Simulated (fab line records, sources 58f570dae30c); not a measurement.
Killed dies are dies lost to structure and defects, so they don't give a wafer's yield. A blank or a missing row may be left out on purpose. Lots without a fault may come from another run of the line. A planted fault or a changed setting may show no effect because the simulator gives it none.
A struck lot beside a sound one | flow berkeley_cmos170 | 43 steps out of a route of 331
Sound: wafers L457.1, L457.3, L457.4. Struck: wafers L466.3, L466.4, L466.6. The cause comes at the end.
At each step with rows: each side's tool, then ch and its chambers, then its first start. Under that, the readings that differ: sound wafers | struck wafers | difference of the means | sigmas: that difference in standard deviations of wafers without a fault.
alike: readings whose means differ by less than 2 such deviations, and words and numbers that are the same on both sides. not compared: withheld readings, readings that some wafer has no value for, bounds like >300 that may hide the same value, and numbers for which the record gives no deviation and whose values overlap.
The two part at a step that has a row with sigmas, a row that says differs or no value, or rows on one side only. Numbers that don't overlap but have no deviation are shown without sigmas and don't part them. A reading that every wafer of one side lacks parts them only if that side has two wafers or more.

first, 1 step without rows for these wafers: UCB170_PWELL_DEVELOP_12 (develop time 45 s).
UCB170_PWELL_OVL_MEAS_13:
  sound on overlay-01, day 5 10:05; struck on overlay-02, day 7 10:07
  alike: PWELL_OVL
UCB170_PWELL_ETCH_14: etches Si3N4 in CH3F/Ar/O2, stops on SiO2, target depth 242 nm, time 151 s.
  sound on rie_diel-03 ch 0,1,3, day 5 10:07; struck on rie_diel-03 ch 1,2, day 7 10:08
  alike: drypump_motor_current_A, oes_product_au, rf_fwd_power_W, throttle_valve_pct
  not compared: rf_hours_counter_h
then, 1 step without rows for these wafers: UCB170_PWELL_IMPLANT_15.
UCB170_PWELL_STRIP_16: strips in O2.
  sound on plasma_asher-01 ch 0,1, day 5 10:22; struck on plasma_asher-02 ch 0,1, day 7 10:26
  reading                      | sound             | struck            | difference | sigmas
  strip_time_to_endpoint_s (s) | 17.94 18.00 18.01 | 18.14 18.21 18.14 | +0.18      | +2
  alike: drypump_motor_current_A, oes_product_au
  not compared: rf_hours_counter_h
UCB170_PWELL_TW_MEAS_17:
  sound on film_metro-01, day 5 10:28; struck on film_metro-01, day 7 10:31
  alike: PWELL_TW
then, 5 steps without rows for these wafers: UCB170_PWELL_CLEAN_18 (cleans in SPM, time 600 s); UCB170_PWELL_WET_ETCH_19 (etches Si3N4 in H3PO4, time 14400 s); UCB170_PWELL_WET_ETCH_20 (etches SiO2 in BOE, time 22 s); UCB170_WELLDRIVE_CLEAN_00 (cleans in SPM, time 600 s); UCB170_WELLDRIVE_OXIDATION_01 (target thk 199 nm, ox time 9000 s).
UCB170_WELLDRIVE_THK_MEAS_02:
  sound on film_metro-02, day 5 23:36; struck on film_metro-02, day 8 01:40
  alike: WELLDRIVE_OXIDE_THK
UCB170_WELLDRIVE_ANNEAL_03: time 900 s.
  sound on furnace-04 ch 0, day 6 04:52; struck on furnace-04 ch 0, day 8 08:23
  alike: spike_tc_load_C, tube_center_temp_C_max, zone_power_source_pct
then, 4 steps without rows for these wafers: UCB170_WELLDRIVE_WET_ETCH_04 (etches SiO2 in BOE, time 120 s); UCB170_ACTIVE_CLEAN_00 (cleans in SPM, time 600 s); UCB170_ACTIVE_CLEAN_01 (cleans in dHF, time 60 s); UCB170_ACTIVE_OXIDATION_02 (target thk 26.4 nm, ox time 1260 s).
UCB170_ACTIVE_THK_MEAS_03:
  sound on film_metro-03, day 6 12:04; struck on film_metro-02, day 8 15:26
  alike: ACTIVE_OXIDE_THK
then, 2 steps without rows for these wafers: UCB170_ACTIVE_ANNEAL_04 (time 900 s); UCB170_ACTIVE_CVD_05 (deposits Si3N4 from SiH2Cl2/NH3, target thk 220 nm, time 3300 s).
UCB170_ACTIVE_THK_MEAS_06:
  sound on film_metro-03, day 6 20:21; struck on film_metro-03, day 9 00:04
  alike: ACTIVE_NITRIDE_THK
then, 6 steps without rows for these wafers: UCB170_ACTIVE_HMDS_07 (prime time 60 s); UCB170_ACTIVE_COAT_08 (resist thk 900 nm); UCB170_ACTIVE_SOFTBAKE_09 (time 60 s); UCB170_ACTIVE_EXPOSE_10 (exposes mask ACTIVE, target cd 1200 nm); UCB170_ACTIVE_PEB_11; UCB170_ACTIVE_DEVELOP_12 (develop time 45 s).
UCB170_ACTIVE_CD_MEAS_13: target cd 1200 nm.
  sound on cd_sem-01, day 6 21:22; struck on cd_sem-02, day 9 01:00
  alike: cd_nm
UCB170_ACTIVE_OVL_MEAS_14:
  sound on overlay-02, day 6 21:29; struck on overlay-02, day 9 01:05
  alike: ACTIVE_OVL
UCB170_ACTIVE_ETCH_15: etches Si3N4 in CH3F/Ar/O2, stops on SiO2, target depth 242 nm, time 151 s.
  sound on rie_diel-03 ch 0,2,3, day 6 21:32; struck on rie_diel-03 ch 0,1, day 9 01:07
  alike: drypump_motor_current_A, oes_product_au, rf_fwd_power_W, throttle_valve_pct
  not compared: rf_hours_counter_h
UCB170_ACTIVE_STRIP_16: strips in O2.
  sound on plasma_asher-03 ch 0,1, day 6 21:38; struck on plasma_asher-04 ch 0,1, day 9 01:15
  alike: drypump_motor_current_A, oes_product_au, strip_time_to_endpoint_s
  not compared: rf_hours_counter_h
UCB170_ACTIVE_CD_MEAS_90: target cd 1200 nm.
  sound on cd_sem-01, day 6 21:44; struck on cd_sem-02, day 9 01:22
  alike: cd_nm
then, 7 steps without rows for these wafers: UCB170_ACTIVE_CLEAN_17 (cleans in SPM, time 600 s); UCB170_PFIELD_HMDS_00 (prime time 60 s); UCB170_PFIELD_COAT_01 (resist thk 900 nm); UCB170_PFIELD_SOFTBAKE_02 (time 60 s); UCB170_PFIELD_EXPOSE_03 (exposes mask PFIELD, target cd 1500 nm); UCB170_PFIELD_PEB_04; UCB170_PFIELD_DEVELOP_05 (develop time 45 s).
UCB170_PFIELD_OVL_MEAS_06:
  sound on overlay-02, day 7 01:27; struck on overlay-02, day 9 02:47
  alike: PFIELD_OVL
then, 1 step without rows for these wafers: UCB170_PFIELD_IMPLANT_07.
UCB170_PFIELD_STRIP_08: strips in O2.
  sound on plasma_asher-01 ch 0,1, day 7 01:38; struck on plasma_asher-01 ch 0,1, day 9 02:59
  alike: drypump_motor_current_A, oes_product_au, strip_time_to_endpoint_s
  not compared: rf_hours_counter_h
-- the record jumps here: 4 days lie between the struck wafers' starts before and after (it left off in module PFIELD and takes up again in module M3, whose first step shown is number 331 of the route) --
UCB170_M3_PROBE_99:
  sound on prober-01, day 11 08:00; struck on prober-02, day 12 21:40
  reading                                                 | sound                | struck               | difference | sigmas
  model.etest.diode_nwell_sub.leak_log10_a_cm2            | -7.268 -7.565 -7.071 | -6.214 -6.034 -6.084 | +1.191     |
  model.etest.diode_nplus_pwell.leak_log10_a_cm2          | -7.818 -8.089 -7.633 | -6.763 -6.583 -7.193 | +1.000     |
  model.etest.diode_nplus_comb.leak_log10_a_cm2           | -7.483 -7.31 -7.654  | -6.662 -6.595 -7.003 | +0.729     |
  model.etest.diode_pplus_nwell.leak_log10_a_cm2          | -7.733 -7.6 -7.4     | -6.376 -6.578 -6.867 | +0.971     |
  model.etest.contact_diode_array.leak_log10_a (angstrom) | -11.44 -11.57 -11.59 | -10.68 -10.5 -11.15  | +0.76      |
  model.etest.select_edge_diode_n.leak_log10_a (angstrom) | -12.06 -12.04 -12.09 | -11.52 -11.36 -11.73 | +0.53      |
  model.etest.diode_pplus_comb.leak_log10_a_cm2           | -7.254 -7.282 -7.136 | -6.661 -6.872 -7.015 | +0.375     |
  not compared: model.etest.select_edge_diode_p.leak_log10_a

WHERE THEY PART
Only at UCB170_PWELL_STRIP_16, within this record. Later steps at which nothing parts them and some readings are alike: UCB170_PWELL_TW_MEAS_17, UCB170_WELLDRIVE_THK_MEAS_02, UCB170_WELLDRIVE_ANNEAL_03, UCB170_ACTIVE_THK_MEAS_03, UCB170_ACTIVE_THK_MEAS_06, UCB170_ACTIVE_CD_MEAS_13, UCB170_ACTIVE_OVL_MEAS_14, UCB170_ACTIVE_ETCH_15, UCB170_ACTIVE_STRIP_16, UCB170_ACTIVE_CD_MEAS_90, UCB170_PFIELD_OVL_MEAS_06, UCB170_PFIELD_STRIP_08.

WHY: what the simulator had put in
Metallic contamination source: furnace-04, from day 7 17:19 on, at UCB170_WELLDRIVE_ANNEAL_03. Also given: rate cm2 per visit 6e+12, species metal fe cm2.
